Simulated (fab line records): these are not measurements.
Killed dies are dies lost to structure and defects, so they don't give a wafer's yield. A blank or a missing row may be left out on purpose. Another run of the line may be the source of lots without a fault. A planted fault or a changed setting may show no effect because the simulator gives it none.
fab line records | flow rit-cmos
record lots=14 | wafers=42 | last-day=7
route steps=202 shown ACTIVE@1 NWELL@37 NLDD@111 M1@202
lots that met no fault: from a run of the same line without faults
start-h: start of the lot's first displayed wafer, in hours after the record's first day | wait-h: hours since the lot's step before | " as in the row above | L1.1+2: a single row standing in for several wafers | - no value, or no start was given | * or withheld: withheld | < > ~ a bound
route shown NAME@n: a module of which the file shows steps, and the number in the route of the first | usual: mean and standard deviation over wafers with no fault | same: alike in all rows | chamber/n: place in a boat | sites: each site's reading | _std_site: their standard deviation | _edge_site: outer sites' mean less inner sites' | radius-mm: how far each site lies from the wafer's centre | mask NAME#n: copy n | behind: the last tool/chamber to shape the wafer | hold: cause of the lot's hold/its duration in hours/its outcome | device: the transistor (n, p or np) that didn't switch | end of line: at the end of the route, the tests of the same wafers | for a step that has no rows: nothing shown but its recipe | killed: dies that structure and defects cost at the first sort, which is not the same as the wafer's yield | map: a wafer's dies, marking killed ones x, the rest . and places with no die _
set.NAME: the setting that was run; set.NAME@STEP: the one run at that earlier step | model.NAME: the simulator's own value behind a step, which no gauge read
one table for each step of the route and one row for each wafer, over a sample of lots
services: from which hour (start-h, from the record's first day; less than 0 if before it) a tool's chamber was out of use, for how many hours, and why
## steps
# step RIT_ACTIVE_BOW_MEAS_00
# recipe mode=bow
# usual INCOMING_BOW=0/6.6
lot.wafer | tool          | chamber | start-h | wait-h | INCOMING_BOW[um]
L983.1    | film-metro-01 | -       | 10.00   | -      | 2
L983.3    | "             | -       | "       | "      | 5
L983.4    | "             | -       | "       | "      | 4
L984.2    | film-metro-01 | -       | 15.02   | -      | -6
L984.4    | "             | -       | "       | "      | 8
L984.5    | "             | -       | "       | "      | 3
L985.1    | film-metro-03 | -       | 20.00   | -      | 9
L985.3    | "             | -       | "       | "      | -11
L985.6    | "             | -       | "       | "      | 13
L989.2    | film-metro-03 | -       | 40.02   | -      | -1
L989.4    | "             | -       | "       | "      | -9
L989.5    | "             | -       | "       | "      | -8
L993.2    | film-metro-04 | -       | 60.02   | -      | -13
L993.3    | "             | -       | "       | "      | 0
L993.4    | "             | -       | "       | "      | -3
L994.2    | film-metro-01 | -       | 65.02   | -      | 6
L994.5    | "             | -       | "       | "      | -6
L994.6    | "             | -       | "       | "      | -7
L996.2    | film-metro-04 | -       | 75.02   | -      | -4
L996.3    | "             | -       | "       | "      | -10
L996.4    | "             | -       | "       | "      | 11
L997.1    | film-metro-04 | -       | 80.00   | -      | 6
L997.4    | "             | -       | "       | "      | 2
L997.6    | "             | -       | "       | "      | -2
L998.1    | film-metro-03 | -       | 85.00   | -      | 4
L998.3    | "             | -       | "       | "      | -2
L998.5    | "             | -       | "       | "      | -11
L100.1    | film-metro-01 | -       | 95.00   | -      | -5
L100.4    | "             | -       | "       | "      | 7
L100.6    | "             | -       | "       | "      | 6
L102.1    | film-metro-03 | -       | 105.00  | -      | 2
L102.2    | "             | -       | "       | "      | -4
L102.4    | "             | -       | "       | "      | 2
L104.3    | film-metro-04 | -       | 115.04  | -      | 6
L104.4    | "             | -       | "       | "      | -4
L104.6    | "             | -       | "       | "      | -8
L105.2    | film-metro-04 | -       | 120.02  | -      | 4
L105.3    | "             | -       | "       | "      | -1
L105.5    | "             | -       | "       | "      | -3
L106.2    | film-metro-01 | -       | 125.02  | -      | -4
L106.5    | "             | -       | "       | "      | 1
L106.6    | "             | -       | "       | "      | -6
# step RIT_NWELL_STRIP_09
# recipe chemistry=O2 | time-s=180 | resist=NOVOLAK | platen-temp-c=withheld | power-w=500 | pressure-mtorr=4000 | o2-flow-sccm=4000
# usual drypump-motor-current-A=5.9/0.35 | rf-refl-power-W=6.4/1.1
# same time-s=180
lot.wafer | tool            | chamber | start-h | wait-h | drypump-motor-current-A | rf-hours-counter-h | rf-refl-power-W
L983.1    | plasma-asher-01 | 0       | 20.74   | 0.1    | 5.8                     | 35                 | 6.7
L983.3    | "               | 0       | "       | "      | 5.8                     | -                  | 6.3
L983.4    | "               | 1       | "       | "      | 6.4                     | -                  | 5.9
L984.2    | plasma-asher-02 | 1       | 27.66   | 0.1    | 5.5                     | 25                 | 4.6
L984.4    | "               | 1       | "       | "      | 5.5                     | -                  | 4.7
L984.5    | "               | 1       | "       | "      | 5.5                     | -                  | 4.7
L985.1    | plasma-asher-03 | 0       | 33.25   | 0.1    | 6.4                     | 40                 | 5.2
L985.3    | "               | 0       | "       | "      | 6.4                     | -                  | 5.6
L985.6    | "               | 1       | "       | "      | 5.7                     | -                  | 7.6
L989.2    | plasma-asher-02 | 0       | 52.55   | 0.1    | 5.7                     | 28                 | 7.5
L989.4    | "               | 0       | "       | "      | 5.7                     | -                  | 7.9
L989.5    | "               | 0       | "       | "      | 5.6                     | -                  | 7.8
L993.2    | plasma-asher-03 | 1       | 72.46   | 0.1    | 5.7                     | 44                 | 7.6
L993.3    | "               | 1       | "       | "      | 5.7                     | -                  | 7.7
L993.4    | "               | 0       | "       | "      | 6.4                     | -                  | 5.5
L994.2    | plasma-asher-01 | 0       | 79.19   | 0.1    | 5.8                     | 41                 | 6.4
L994.5    | "               | 0       | "       | "      | 5.8                     | -                  | 6.8
L994.6    | "               | 1       | "       | "      | 6.4                     | -                  | 6.0
L996.2    | plasma-asher-03 | 1       | 88.57   | 0.1    | 5.7                     | 46                 | 7.7
L996.3    | "               | 0       | "       | "      | 6.4                     | -                  | 5.4
L996.4    | "               | 1       | "       | "      | 5.7                     | -                  | 7.7
L997.1    | plasma-asher-03 | 0       | 91.93   | 0.1    | 6.4                     | 46                 | 5.8
L997.4    | "               | 1       | "       | "      | 5.7                     | -                  | 7.8
L997.6    | "               | 0       | "       | "      | 6.4                     | -                  | 5.6
L998.1    | plasma-asher-03 | 1       | 98.13   | 0.1    | 5.7                     | 47                 | 7.7
L998.3    | "               | 1       | "       | "      | 5.7                     | -                  | 7.7
L998.5    | "               | 1       | "       | "      | 5.7                     | -                  | 7.7
L100.1    | plasma-asher-01 | 1       | 108.76  | 0.1    | 6.4                     | 44                 | 6.0
L100.4    | "               | 1       | "       | "      | 6.4                     | -                  | 5.9
L100.6    | "               | 0       | "       | "      | 5.8                     | -                  | 7.1
L102.1    | plasma-asher-03 | 0       | 116.85  | 0.1    | 6.4                     | 49                 | 5.5
L102.2    | "               | 1       | "       | "      | 5.7                     | 49                 | 7.6
L102.4    | "               | 0       | "       | "      | 6.4                     | -                  | 5.7
L104.3    | plasma-asher-02 | 1       | 130.02  | 0.1    | 5.5                     | -                  | 4.5
L104.4    | "               | 0       | "       | "      | 5.6                     | -                  | 7.5
L104.6    | "               | 1       | "       | "      | 5.5                     | -                  | 4.5
L105.2    | plasma-asher-02 | 0       | 132.78  | 0.1    | 5.6                     | 36                 | 8.1
L105.3    | "               | 0       | "       | "      | 5.6                     | -                  | 7.9
L105.5    | "               | 0       | "       | "      | 5.7                     | -                  | 7.9
L106.2    | plasma-asher-01 | 1       | 136.32  | 0.1    | 6.4                     | 47                 | 5.9
L106.5    | "               | 0       | "       | "      | 5.8                     | -                  | 6.6
L106.6    | "               | 1       | "       | "      | 6.4                     | -                  | 6.1
# step RIT_WELLDRIVE_RS_MEAS_01
# recipe thk-meas-gauge=four-point-probe
# usual NWELL_RS=275.6/0.66
lot.wafer | tool          | chamber | start-h | wait-h | NWELL_RS[ohm/sq]
L983.1    | film-metro-02 | -       | 28.02   | 0.0    | 275.4
L983.3    | "             | -       | "       | "      | 275.7
L983.4    | "             | -       | "       | "      | 276.1
L984.2    | film-metro-02 | -       | 34.96   | 0.0    | 275.2
L984.4    | "             | -       | "       | "      | 276.7
L984.5    | "             | -       | "       | "      | 276.2
L985.1    | film-metro-02 | -       | 40.72   | 0.0    | 276.7
L985.3    | "             | -       | "       | "      | 276.4
L985.6    | "             | -       | "       | "      | 276.9
L989.2    | film-metro-01 | -       | 59.44   | 0.0    | 274.5
L989.4    | "             | -       | "       | "      | 275.3
L989.5    | "             | -       | "       | "      | 275.1
L993.2    | film-metro-02 | -       | 80.46   | 0.0    | 276.0
L993.3    | "             | -       | "       | "      | 275.4
L993.4    | "             | -       | "       | "      | 275.3
L994.2    | film-metro-02 | -       | 86.39   | 0.0    | 275.7
L994.5    | "             | -       | "       | "      | 275.3
L994.6    | "             | -       | "       | "      | 275.9
L996.2    | film-metro-04 | -       | 96.37   | 0.0    | 275.5
L996.3    | "             | -       | "       | "      | 275.2
L996.4    | "             | -       | "       | "      | 276.2
L997.1    | film-metro-04 | -       | 98.80   | 0.0    | 274.7
L997.4    | "             | -       | "       | "      | 275.1
L997.6    | "             | -       | "       | "      | 275.8
L998.1    | film-metro-04 | -       | 105.00  | 0.0    | 275.7
L998.3    | "             | -       | "       | "      | 275.3
L998.5    | "             | -       | "       | "      | 276.0
L100.1    | film-metro-02 | -       | 116.05  | 0.0    | 275.5
L100.4    | "             | -       | "       | "      | 275.2
L100.6    | "             | -       | "       | "      | 275.9
L102.1    | film-metro-04 | -       | 123.72  | 0.0    | 276.6
L102.2    | "             | -       | "       | "      | 275.8
L102.4    | "             | -       | "       | "      | 276.5
L104.3    | film-metro-04 | -       | 137.46  | 0.0    | 275.5
L104.4    | "             | -       | "       | "      | 275.0
L104.6    | "             | -       | "       | "      | 274.9
L105.2    | film-metro-01 | -       | 140.06  | 0.0    | 275.0
L105.3    | "             | -       | "       | "      | 276.1
L105.5    | "             | -       | "       | "      | 276.1
L106.2    | film-metro-01 | -       | 143.60  | 0.0    | 276.6
L106.5    | "             | -       | "       | "      | 276.1
L106.6    | "             | -       | "       | "      | 276.3
# step RIT_NLDD_IMPLANT_08
# recipe species=P | energy-kev=20 | dose-cm2=5e+14 | tilt-deg=7
# usual dose-ions-cm2=5e+14/5.3e+11 | faraday-current-uA=1572/31
lot.wafer | tool         | chamber | start-h | wait-h | dose-ions-cm2 | faraday-current-uA
L983.1    | implanter-01 | 0       | 44.03   | 0.1    | 4.994e+14     | 1582
L983.3    | "            | 0       | "       | "      | 5.003e+14     | 1556
L983.4    | "            | 0       | "       | "      | 5.005e+14     | 1612
L984.2    | implanter-04 | 0       | 49.98   | 0.1    | 4.992e+14     | 1553
L984.4    | "            | 0       | "       | "      | 4.993e+14     | 1562
L984.5    | "            | 0       | "       | "      | 4.989e+14     | 1575
L985.1    | implanter-01 | 0       | 54.18   | 0.1    | 4.997e+14     | 1565
L985.3    | "            | 0       | "       | "      | 4.999e+14     | 1590
L985.6    | "            | 0       | "       | "      | 4.991e+14     | 1576
L989.2    | implanter-01 | 0       | 74.06   | 0.1    | 5.458e+14     | 1746
L989.4    | "            | 0       | "       | "      | 5.455e+14     | 1633
L989.5    | "            | 0       | "       | "      | 5.463e+14     | 1740
L993.2    | implanter-04 | 0       | 94.32   | 0.1    | 5e+14         | 1535
L993.3    | "            | 0       | "       | "      | 5.002e+14     | 1617
L993.4    | "            | 0       | "       | "      | 5.003e+14     | 1592
L994.2    | implanter-01 | 0       | 101.57  | 0.1    | 5.457e+14     | 1711
L994.5    | "            | 0       | "       | "      | 5.47e+14      | 1704
L994.6    | "            | 0       | "       | "      | 5.463e+14     | 1794
L996.2    | implanter-03 | 0       | 110.48  | 0.1    | 5.003e+14     | 1581
L996.3    | "            | 0       | "       | "      | 5e+14         | 1564
L996.4    | "            | 0       | "       | "      | 5.004e+14     | 1631
L997.1    | implanter-03 | 0       | 117.17  | 0.1    | 5.004e+14     | 1595
L997.4    | "            | 0       | "       | "      | 5.004e+14     | 1625
L997.6    | "            | 0       | "       | "      | 5.008e+14     | 1592
L998.1    | implanter-04 | 0       | 119.67  | 0.1    | 4.995e+14     | 1603
L998.3    | "            | 0       | "       | "      | 5.001e+14     | 1555
L998.5    | "            | 0       | "       | "      | 5.002e+14     | 1553
L100.1    | implanter-04 | 0       | 132.60  | 0.1    | 5.008e+14     | 1561
L100.4    | "            | 0       | "       | "      | 5.001e+14     | 1500
L100.6    | "            | 0       | "       | "      | 5.01e+14      | 1600
L102.1    | implanter-04 | 0       | 137.70  | 0.1    | 5.002e+14     | 1608
L102.2    | "            | 0       | "       | "      | 4.995e+14     | 1520
L102.4    | "            | 0       | "       | "      | 4.998e+14     | 1556
L104.3    | implanter-03 | 0       | 150.68  | 0.1    | 5.005e+14     | 1561
L104.4    | "            | 0       | "       | "      | 5.012e+14     | 1565
L104.6    | "            | 0       | "       | "      | 4.992e+14     | 1551
L105.2    | implanter-03 | 0       | 154.66  | 0.1    | 5.006e+14     | 1570
L105.3    | "            | 0       | "       | "      | 5.01e+14      | 1577
L105.5    | "            | 0       | "       | "      | 4.995e+14     | 1518
L106.2    | implanter-01 | 0       | 162.19  | 0.1    | 5.004e+14     | 1560
L106.5    | "            | 0       | "       | "      | 5.007e+14     | 1554
L106.6    | "            | 0       | "       | "      | 5e+14         | 1577
# step RIT_NLDD_TW_MEAS_10
# usual NLDD_TW=2490/20
lot.wafer | tool          | chamber | start-h | wait-h | NLDD_TW
L983.1    | film-metro-04 | -       | 44.36   | 0.1    | 2498
L983.3    | "             | -       | "       | "      | 2503
L983.4    | "             | -       | "       | "      | 2501
L984.2    | film-metro-03 | -       | 50.29   | 0.1    | 2495
L984.4    | "             | -       | "       | "      | 2486
L984.5    | "             | -       | "       | "      | 2505
L985.1    | film-metro-04 | -       | 54.50   | 0.1    | 2512
L985.3    | "             | -       | "       | "      | 2497
L985.6    | "             | -       | "       | "      | 2497
L989.2    | film-metro-03 | -       | 74.37   | 0.1    | 2561
L989.4    | "             | -       | "       | "      | 2560
L989.5    | "             | -       | "       | "      | 2566
L993.2    | film-metro-03 | -       | 94.63   | 0.1    | 2483
L993.3    | "             | -       | "       | "      | 2503
L993.4    | "             | -       | "       | "      | 2507
L994.2    | film-metro-04 | -       | 101.88  | 0.1    | 2581
L994.5    | "             | -       | "       | "      | 2577
L994.6    | "             | -       | "       | "      | 2553
L996.2    | film-metro-03 | -       | 110.79  | 0.1    | 2500
L996.3    | "             | -       | "       | "      | 2497
L996.4    | "             | -       | "       | "      | 2512
L997.1    | film-metro-03 | -       | 117.49  | 0.1    | 2499
L997.4    | "             | -       | "       | "      | 2495
L997.6    | "             | -       | "       | "      | 2506
L998.1    | film-metro-01 | -       | 120.00  | 0.1    | 2472
L998.3    | "             | -       | "       | "      | 2488
L998.5    | "             | -       | "       | "      | 2481
L100.1    | film-metro-04 | -       | 132.92  | 0.1    | 2513
L100.4    | "             | -       | "       | "      | 2506
L100.6    | "             | -       | "       | "      | 2515
L102.1    | film-metro-01 | -       | 138.02  | 0.1    | 2464
L102.2    | "             | -       | "       | "      | 2474
L102.4    | "             | -       | "       | "      | 2477
L104.3    | film-metro-03 | -       | 150.97  | 0.1    | 2509
L104.4    | "             | -       | "       | "      | 2512
L104.6    | "             | -       | "       | "      | 2498
L105.2    | film-metro-01 | -       | 154.99  | 0.1    | 2458
L105.3    | "             | -       | "       | "      | 2447
L105.5    | "             | -       | "       | "      | 2457
L106.2    | film-metro-01 | -       | 162.50  | 0.1    | 2465
L106.5    | "             | -       | "       | "      | 2467
L106.6    | "             | -       | "       | "      | 2471
# step RIT_SDANNEAL_RS_MEAS_07
# recipe thk-meas-gauge=four-point-probe
# usual NLDD_RS=151.5/0.43
lot.wafer | tool          | chamber | start-h | wait-h | NLDD_RS[ohm/sq]
L983.1    | film-metro-03 | -       | 52.38   | 0.1    | 151.2
L983.3    | "             | -       | "       | "      | 151.3
L983.4    | "             | -       | "       | "      | 151.1
L984.2    | film-metro-04 | -       | 57.93   | 0.1    | 151.0
L984.4    | "             | -       | "       | "      | 151.7
L984.5    | "             | -       | "       | "      | 151.2
L985.1    | film-metro-04 | -       | 62.38   | 0.1    | 151.1
L985.3    | "             | -       | "       | "      | 151.4
L985.6    | "             | -       | "       | "      | 151.1
L989.2    | film-metro-04 | -       | 81.99   | 0.1    | 140.7
L989.4    | "             | -       | "       | "      | 141.3
L989.5    | "             | -       | "       | "      | 141.2
L993.2    | film-metro-03 | -       | 102.46  | 0.1    | 151.3
L993.3    | "             | -       | "       | "      | 151.6
L993.4    | "             | -       | "       | "      | 151.6
L994.2    | film-metro-04 | -       | 109.53  | 0.1    | 140.8
L994.5    | "             | -       | "       | "      | 140.6
L994.6    | "             | -       | "       | "      | 140.9
L996.2    | film-metro-04 | -       | 118.90  | 0.1    | 151.5
L996.3    | "             | -       | "       | "      | 151.4
L996.4    | "             | -       | "       | "      | 151.4
L997.1    | film-metro-01 | -       | 125.76  | 0.1    | 152.4
L997.4    | "             | -       | "       | "      | 151.6
L997.6    | "             | -       | "       | "      | 151.3
L998.1    | film-metro-04 | -       | 128.77  | 0.1    | 151.1
L998.3    | "             | -       | "       | "      | 151.4
L998.5    | "             | -       | "       | "      | 151.0
L100.1    | film-metro-04 | -       | 140.78  | 0.1    | 151.2
L100.4    | "             | -       | "       | "      | 151.2
L100.6    | "             | -       | "       | "      | 151.4
L102.1    | film-metro-04 | -       | 146.21  | 0.1    | 151.1
L102.2    | "             | -       | "       | "      | 151.4
L102.4    | "             | -       | "       | "      | 151.2
L104.3    | film-metro-01 | -       | 158.62  | 0.1    | 151.6
L104.4    | "             | -       | "       | "      | 151.6
L104.6    | "             | -       | "       | "      | 151.4
L105.2    | film-metro-03 | -       | 163.09  | 0.1    | 151.1
L105.3    | "             | -       | "       | "      | 151.7
L105.5    | "             | -       | "       | "      | 151.5
L106.2    | film-metro-03 | -       | 170.47  | 0.1    | 151.4
L106.5    | "             | -       | "       | "      | 150.5
L106.6    | "             | -       | "       | "      | 150.9
# step RIT_M1_PROBE_99
# usual killed_at_M0_to_M3=0.0/0.12 | killed-at-contacts=0.1/0.25 | killed-at-front-end=6.3/2.9 | killed-dies=6.4/2.8 | killed-open=3.3/2 | killed-short=3.1/2
# same gross-dies=264 | killed_at_M4_up=0 | killed-at-back-side=0 | killed-at-other=0
lot.wafer | tool      | chamber | start-h | wait-h | killed_at_M0_to_M3 | killed-at-contacts | killed-at-front-end | killed-dies | killed-open | killed-short
L102.1    | prober-01 | -       | 153.11  | 0.1    | 0                  | 0                  | 4                   | 4           | 3           | 1
L102.2    | prober-01 | -       | 153.16  | 0.1    | 0                  | 0                  | 10                  | 10          | 3           | 7
L102.4    | prober-01 | -       | 153.26  | 0.2    | 0                  | 0                  | 5                   | 5           | 4           | 1
# killed by level:class
L102.1 GATE:geometric-particle:open=2 SILICIDE:geometric-particle:open=1 SILICIDE:geometric-particle:short=1
L102.2 GATE:geometric-particle:short=3 FOX2:geometric-particle:short=2 FOX1:geometric-particle:short=1 FOX2:geometric-particle:open=1 GATE:geometric-particle:open=1 REOX:geometric-particle:short=1 SILICIDE:geometric-particle:open=1
L102.4 SILICIDE:geometric-particle:open=2 FOX2:geometric-particle:open=1 REOX:geometric-particle:short=1 SPACER:geometric-particle:open=1
## services
tool            | chamber | start-h | hours | kind
plasma-asher-03 | -       | 12.73   | 2.0   | repair
implanter-01    | -       | 28.34   | 3.4   | repair
plasma-asher-03 | -       | 32.03   | 0.3   | repair
implanter-03    | -       | 32.28   | 19.1  | pm
implanter-01    | -       | 32.32   | 5.6   | pm
plasma-asher-03 | -       | 59.40   | 2.3   | repair
implanter-03    | -       | 66.95   | 4.5   | repair
implanter-03    | -       | 102.65  | 3.2   | repair
implanter-04    | -       | 151.89  | 9.1   | repair
implanter-04    | -       | 160.97  | 3.7   | pm
## key
first-sign step=RIT_NLDD_IMPLANT_08 | reading=dose-ions-cm2 | direction=up | sigmas=87 | usual=5e+14 | struck=5.461e+14
effect step=RIT_NLDD_IMPLANT_08 | reading=faraday-current-uA | direction=up | sigmas=4.8 | usual=1572 | struck=1721
effect step=RIT_NLDD_TW_MEAS_10 | reading=NLDD_TW | direction=up | sigmas=3.8 | usual=2490 | struck=2566
effect step=RIT_SDANNEAL_RS_MEAS_07 | reading=NLDD_RS | direction=down | sigmas=25 | usual=151.5 | struck=140.9
met-at RIT_NLDD_IMPLANT_08
struck-lots L989,L994
tester-left-out L989,L994
not-acting-at RIT_ACTIVE_BOW_MEAS_00,RIT_NWELL_STRIP_09,RIT_WELLDRIVE_RS_MEAS_01
onset-between 54.18 74.06
fault kind=process-parameter-drift | tool=implanter-01 | chamber=- | onset-h=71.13 | steps=RIT_NLDD_IMPLANT_08 | channel=dose-cm2 | offset=4.6134e+13 | shape=step | end-h=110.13 | acts-in=these-recipes-only | stated=5e+14
# tester-left-out: of these lots the tester's yield and bins aren't shown, on N5 and GAA mostly nor the transistor test; their killed dies are dies lost to structure and defects alone, not to doping, threshold or leakage, so they don't give the yield
